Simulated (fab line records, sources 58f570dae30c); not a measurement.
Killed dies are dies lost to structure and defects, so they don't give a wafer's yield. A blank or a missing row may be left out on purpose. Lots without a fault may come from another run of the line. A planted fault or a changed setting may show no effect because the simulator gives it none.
fab line records | flow berkeley_cmos170
record lots=15 wafers=45 last_day=14
route steps=331 shown WELLDRIVE@56
lots that met no fault: from a run of the same line without faults
start_h: hours from the record's first day to the start of the lot's first wafer shown | wait_h: hours since the lot's step before | " the same as in the row above | L1.1+2: a row that stands for several wafers | - no value, or no start given | * or withheld: withheld | < > ~ a bound
route shown NAME@n: a module of which the file shows steps, and the number in the route of the first | usual: mean/standard deviation of fault-free wafers | same: alike in all rows | chamber/n: place in a boat | sites: the reading at each site | _std_site: their standard deviation | _edge_site: outer sites' mean less inner sites' | radius_mm: how far each site lies from the wafer's centre | mask NAME#n: copy n | behind: the tool/chamber that last shaped the wafer | hold: why the lot was held/for how many hours/how that ended | device: the transistor (n, p or np) that didn't switch | end of line: the same wafers' tests at the end of the route | a step without rows: its recipe alone | killed: dies lost to structure and defects at the first sort, not the wafer's yield | map: a wafer's dies, x killed, . not, _ none there
set.NAME: the setting as run; set.NAME@STEP: as run at that earlier step | model.NAME: the simulator's own value behind a step, which no gauge read
steps of the route over a sample of lots; a table a step, a row a wafer
services: from which hour (start_h, from the record's first day; less than 0 if before it) a tool's chamber was out of use, for how many hours, and why
## steps
# step UCB170_WELLDRIVE_OXIDATION_01
# recipe temp_c=1100 ambient=O2 target_thk_a=1990 ox_time_s=9000
# usual ox_temp_c=1100.1/0.42 ox_temp_c_max=1107.0/1.4
# columns lot.wafer tool chamber start_h wait_h ox_temp_c ox_temp_c_max
L757.3 furnace-01 0 67.81 2.7 1100.3 1108.6
L757.5 " 0 " " 1100.9 1107.2
L757.6 " 0 " " 1100.1 1106.4
L758.1 furnace-01 0 78.39 4.4 1099.8 1106.7
L758.2 " 0 " " 1100.0 1106.9
L758.5 " 0 " " 1100.6 1106.0
L759.1 furnace-01 0 78.39 4.6 1100.7 1109.7
L759.4 " 0 " " 1100.4 1107.6
L759.6 " 0 " " 1100.0 1108.8
L760.1 furnace-01 0 87.66 3.1 1100.3 1108.0
L760.2 " 0 " " 1100.0 1106.5
L760.5 " 0 " " 1100.7 1107.7
L762.4 furnace-04 0 102.66 2.3 1099.8 1104.5
L762.5 " 0 " " 1099.8 1105.6
L762.6 " 0 " " 1100.3 1105.1
L763.3 furnace-04 0 115.78 4.9 1100.4 1107.7
L763.4 " 0 " " 1099.3 1105.5
L763.5 " 0 " " 1100.6 1107.6
L765.1 furnace-04 0 115.78 4.0 1100.4 1106.7
L765.2 " 0 " " 1099.6 1104.8
L765.6 " 0 " " 1100.1 1105.5
L766.1 furnace-04 0 123.63 7.4 1099.8 1107.2
L766.5 " 0 " " 1100.0 1108.6
L766.6 " 0 " " 1099.0 1104.0
L767.1 furnace-04 0 123.63 7.4 1099.7 1105.1
L767.5 " 0 " " 1099.8 1104.5
L767.6 " 0 " " 1100.2 1105.5
L768.1 furnace-01 0 138.52 0.6 1100.8 1109.0
L768.3 " 0 " " 1100.3 1107.6
L768.4 " 0 " " 1099.6 1105.7
L774.1 furnace-02 - 157.57 4.2 - -
L774.3 " - " " - -
L774.5 " - " " - -
L775.2 furnace-01 - 167.54 3.2 - -
L775.3 " - " " - -
L775.4 " - " " - -
L776.1 furnace-01 - 167.54 3.5 - -
L776.2 " - " " - -
L776.5 " - " " - -
L778.1 furnace-01 0 176.87 4.8 1099.8 1107.3
L778.2 " 0 " " 1100.2 1107.7
L778.3 " 0 " " 1099.5 1109.0
L779.1 furnace-02 0 185.01 3.9 1100.1 1107.3
L779.4 " 0 " " 1099.8 1106.5
L779.5 " 0 " " 1099.1 1105.0
## services
# columns tool chamber start_h hours kind
furnace-04 - 77.73 2.7 pm
furnace-01 - 110.78 9.8 pm
furnace-01 - 127.38 4.3 pm
furnace-02 - 175.35 2.7 pm
## key
first_sign step=UCB170_WELLDRIVE_OXIDATION_01 reading=tool_record direction=missing
effect none on later readings
met_at UCB170_WELLDRIVE_OXIDATION_01
struck_lots L774,L775,L776
later_rows_left_out L774.1,L774.3,L774.5,L775.2,L775.3,L775.4,L776.1,L776.2,L776.5
sort_left_out L774.1,L774.3,L774.5,L775.2,L775.3,L775.4,L776.1,L776.2,L776.5
tester_left_out L774,L775,L776
onset_between 138.52 157.57
fault kind=skipped_step_whole tool=furnace-01,furnace-02 chamber=- onset_h=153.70 steps=UCB170_WELLDRIVE_OXIDATION_01 scope=struck_lots_only
# tester_left_out: of these lots the tester's yield and bins aren't shown, on N5 and GAA mostly nor the transistor test; their killed dies are dies lost to structure and defects alone, not to doping, threshold or leakage, so they don't give the yield
# sort_left_out: the simulated sort isn't trusted on such a fault, so these wafers' sort isn't shown, and their yield isn't known
# later_rows_left_out: the simulator's readings of these wafers behind a module that went badly wrong aren't trusted and aren't shown, but for the sort
